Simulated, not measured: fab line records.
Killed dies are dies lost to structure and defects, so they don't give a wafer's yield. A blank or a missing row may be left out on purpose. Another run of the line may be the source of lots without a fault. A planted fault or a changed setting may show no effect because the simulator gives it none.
A struck lot beside a sound one :: flow ritCmos :: 18 steps out of a route of 202
Sound: these wafers, L952.2, L952.3, L952.4. Wafers struck: L961.1, L961.3, L961.6. The cause is named last.
Order at every step that has rows: each side's tool, ch and its chambers, its first start. Under that, the readings that differ: sound wafers :: struck wafers :: difference of the means :: sigmas: that difference in standard deviations of wafers without a fault.
alike: words and numbers the same on both sides, and readings whose means are apart by under 2 such deviations; not compared: readings that were withheld, readings missing a value for some wafer, numbers with overlapping values and no deviation given by the record, and bounds like >300 which may hide the same value.
Wherever a step has rows on one side only, a row that says differs or no value, or a row with sigmas, the two part there. When numbers do not overlap yet have no deviation, they are printed without sigmas and do not part them. A reading that every wafer of one side lacks parts them only if that side has two wafers or more.

first, 4 steps without rows for these wafers: RIT_NRETRO_SOFTBAKE_02 (time 60 s); RIT_NRETRO_EXPOSE_03 (exposes mask M4, target cd 43900 nm); RIT_NRETRO_PEB_04; RIT_NRETRO_DEVELOP_05 (develop time 68 s).
RIT_NRETRO_OVL_MEAS_06:
  sound: overlay-01 at day 3 01:07; struck: overlay-02 at day 4 18:43
  alike: NRETRO_OVL
then, 2 steps without rows for these wafers: RIT_NRETRO_HARDBAKE_07 (time 120 s); RIT_NRETRO_IMPLANT_08.
RIT_NRETRO_STRIP_09: strips in O2, time 180 s.
  sound on plasmaAsher-02 ch 0,1, day 3 01:32; struck on plasmaAsher-01 ch 0,1, day 4 19:09
  alike: drypumpMotorCurrentA
  not compared: rfHoursCounterH
RIT_NRETRO_TW_MEAS_10:
  sound: filmMetro-03 at day 3 01:44; struck: filmMetro-01 at day 4 19:20
  alike: NRETRO_TW
then, 3 steps without rows for these wafers: RIT_PRETRO_HMDS_00 (prime time 60 s); RIT_PRETRO_COAT_01 (resist thk 1300 nm); RIT_PRETRO_SOFTBAKE_02 (time 60 s).
RIT_PRETRO_EXPOSE_03: exposes mask M5, target cd 43700 nm.
  sound on ilineStepper-02 ch 0, day 3 02:15; struck on ilineStepper-01 ch 0, day 4 19:58
reading: model.PRETRO.overlayXNm (nm)
sound: -0.648 -0.648 -0.648
struck: -150.8 -150.8 -150.8
difference: -150.2
sigmas: 
  alike: mask, focusOffsetNm
then, 2 steps without rows for these wafers: RIT_PRETRO_PEB_04; RIT_PRETRO_DEVELOP_05 (develop time 68 s).
RIT_PRETRO_OVL_MEAS_06:
  sound: overlay-01 at day 3 02:40; struck: overlay-01 at day 4 20:23
reading: PRETRO_OVL (nm)
sound: 0.9 0.0 0.2
struck: -152.3 -151.9 -151.7
difference: -152.3
sigmas: -95
then, 1 step without rows for these wafers: RIT_PRETRO_HARDBAKE_07 (time 120 s).
RIT_M1_PROBE_99:
  sound: prober-01 at day 4 07:10; struck: prober-01 at day 5 23:01
reading: model.etest.retroEdgeNmos.offLog10AUm
sound: -10.62 -10.42 -10.33
struck: -9.003 -8.935 -9.168
difference: +1.421
sigmas: 

reading: model.etest.retroEdgePmos.offLog10AUm
sound: -10.59 -10.41 -10.16
struck: -9.408 -9.701 -9.694
difference: +0.786
sigmas: 
  alike: killedAtFrontEnd, killedDies, killedOnRim, killedOpen, killedShort

WHERE THEY PART
RIT_PRETRO_OVL_MEAS_06 only, going by this record. Later steps at which nothing parts them and some readings are alike: RIT_M1_PROBE_99.

WHY: what the simulator had put in
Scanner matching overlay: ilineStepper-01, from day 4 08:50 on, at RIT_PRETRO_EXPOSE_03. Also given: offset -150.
